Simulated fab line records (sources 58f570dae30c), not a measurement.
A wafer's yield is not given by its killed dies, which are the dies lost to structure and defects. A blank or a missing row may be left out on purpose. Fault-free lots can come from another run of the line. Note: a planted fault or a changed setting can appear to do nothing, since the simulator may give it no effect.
Lot-split experiment | flow berkeley_cmos170 | route with 331 steps; 5 lots, 23 wafers read

== THE SPLIT ==
At UCB170_ACTIVE_COAT_08 (resist thk 900 nm), the setting resist_thk_nm was moved away from the recipe's 900 nm on 5 of the 23 wafers read, by +2.7% to +4.4%. For the rest of the wafers, this setting stayed at what the recipe calls for.

== FROM THE SPLIT TO THE READING: what the file shows between them, 2 steps ==
- UCB170_ACTIVE_SOFTBAKE_09: time 60 s
- UCB170_ACTIVE_EXPOSE_10: exposes mask ACTIVE, target cd 1200 nm

== THE READING ==
KrF_of_ACTIVE_COAT_08.thk_nm (the simulator's own value, which no gauge read), in nm, at UCB170_ACTIVE_ETCH_15 (etches Si3N4 in CH3F/Ar/O2, stops on SiO2, target depth 242 nm, time 151 s). No usual value for it is given in the file. Average 722.6 nm, standard deviation 6.2 nm, over the 18 wafers here run with the recipe.

wafer  | tool, chamber at the split | resist_thk_nm as run, nm | against the recipe | KrF_of_ACTIVE_COAT_08.thk_nm, nm | against lot-mates on the recipe
L074.1 | litho_track-04, 0          | 900                      | recipe             | 721.7                            | -
L074.2 | litho_track-04, 0          | 900                      | recipe             | 728.6                            | -
L074.3 | litho_track-04, 0          | 924.3                    | +2.7%              | 753.9                            | +29.8
L074.5 | litho_track-04, 0          | 900                      | recipe             | 722                              | -
L074.6 | litho_track-04, 0          | 924.3                    | +2.7%              | 753.7                            | +29.6
L077.1 | litho_track-01, 0          | 900                      | recipe             | 716.3                            | -
L077.2 | litho_track-01, 0          | 900                      | recipe             | 713.3                            | -
L077.3 | litho_track-01, 0          | 900                      | recipe             | 714                              | -
L077.5 | litho_track-01, 0          | 900                      | recipe             | 721.4                            | -
L077.6 | litho_track-01, 0          | 900                      | recipe             | 710.8                            | -
L078.2 | litho_track-04, 0          | 900                      | recipe             | 720.7                            | -
L078.3 | litho_track-04, 0          | 939.9                    | +4.4%              | 765.2                            | +39.7
L078.4 | litho_track-04, 0          | 900                      | recipe             | 730.4                            | -
L078.5 | litho_track-04, 0          | 939.9                    | +4.4%              | 772.4                            | +46.9
L078.6 | litho_track-04, 0          | 939.9                    | +4.4%              | 766.5                            | +41.0
L082.2 | litho_track-04, 0          | 900                      | recipe             | 735.2                            | -
L082.4 | litho_track-04, 0          | 900                      | recipe             | 724.3                            | -
L082.5 | litho_track-04, 0          | 900                      | recipe             | 726.2                            | -
L085.1 | litho_track-02, 0          | 900                      | recipe             | 719.9                            | -
L085.2 | litho_track-02, 0          | 900                      | recipe             | 721.2                            | -
L085.3 | litho_track-02, 0          | 900                      | recipe             | 725.7                            | -
L085.4 | litho_track-02, 0          | 900                      | recipe             | 726.4                            | -
L085.6 | litho_track-02, 0          | 900                      | recipe             | 728.6                            | -

FIT RESULTS
A straight line over all 23 wafers: KrF_of_ACTIVE_COAT_08.thk_nm changes by +10.5 nm for each +1% of resist_thk_nm; r = +0.95; the points scatter about the line by 5.9 nm.
The same after taking each lot's own level away (the mean of its wafers on the recipe; 23 wafers): +9.83 nm for each +1%; r = +0.97; scatter 3.9 nm.
That fit puts the effect of the largest move of resist_thk_nm on the reading at 44 nm.
Measured against the standard deviation above, the lots' own levels, which go from 715.16 to 728.57 nm, span 2.2 times it.
The two slopes are in agreement: the lot-to-lot level therefore moves the slope only a little.
Check: +45.2 nm against its lot-mates is what the line predicts for one of the wafers moved furthest among these (+4.4%) when that wafer is left out of the fit. Against them it came out at +39.7 nm.

== OTHER SPLITS ON THESE WAFERS ==
Note: prior to the reading, these wafers also went through further splits. Each is held against what the fit with the lots' levels taken away leaves over:
other split on the same wafers       | wafers away from the commonest value | r with KrF_of_ACTIVE_COAT_08.thk_nm (lot level and that fit taken away)
UCB170_START_OXIDATION_02 temp_c     | 15                                   | +0.08
UCB170_NWELL_OXIDATION_01 ox_time_s  | 10                                   | +0.11
UCB170_PWELL_CVD_05 time_s           | 5                                    | +0.11
UCB170_PWELL_ETCH_14 rf_w            | 6                                    | -0.35
UCB170_WELLDRIVE_OXIDATION_01 temp_c | 10                                   | -0.16

== THE WHOLE CHAIN: every reading that the file lists as answering this split, in the file's order ==
step                   | what it does                                                               | reading                                                                       | change (the file's fit)              | r (the file's)
UCB170_ACTIVE_COAT_08  | resist thk 900 nm                                                          | KrF_of_ACTIVE_COAT_08.thk_nm (the simulator's own value, which no gauge read) | +9.22 nm for each +1% of the setting | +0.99
UCB170_ACTIVE_ETCH_15  | etches Si3N4 in CH3F/Ar/O2, stops on SiO2, target depth 242 nm, time 151 s | KrF_of_ACTIVE_COAT_08.thk_nm (the simulator's own value, which no gauge read) | +9.96 nm for each +1% of the setting | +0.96
UCB170_ACTIVE_STRIP_16 | strips in O2                                                               | strip_time_to_endpoint_s                                                      | withheld for each +1% of the setting | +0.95

== FILE'S OWN FIT ==
KrF_of_ACTIVE_COAT_08.thk_nm changes by +9.96 nm for each +1% of resist_thk_nm, r = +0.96.
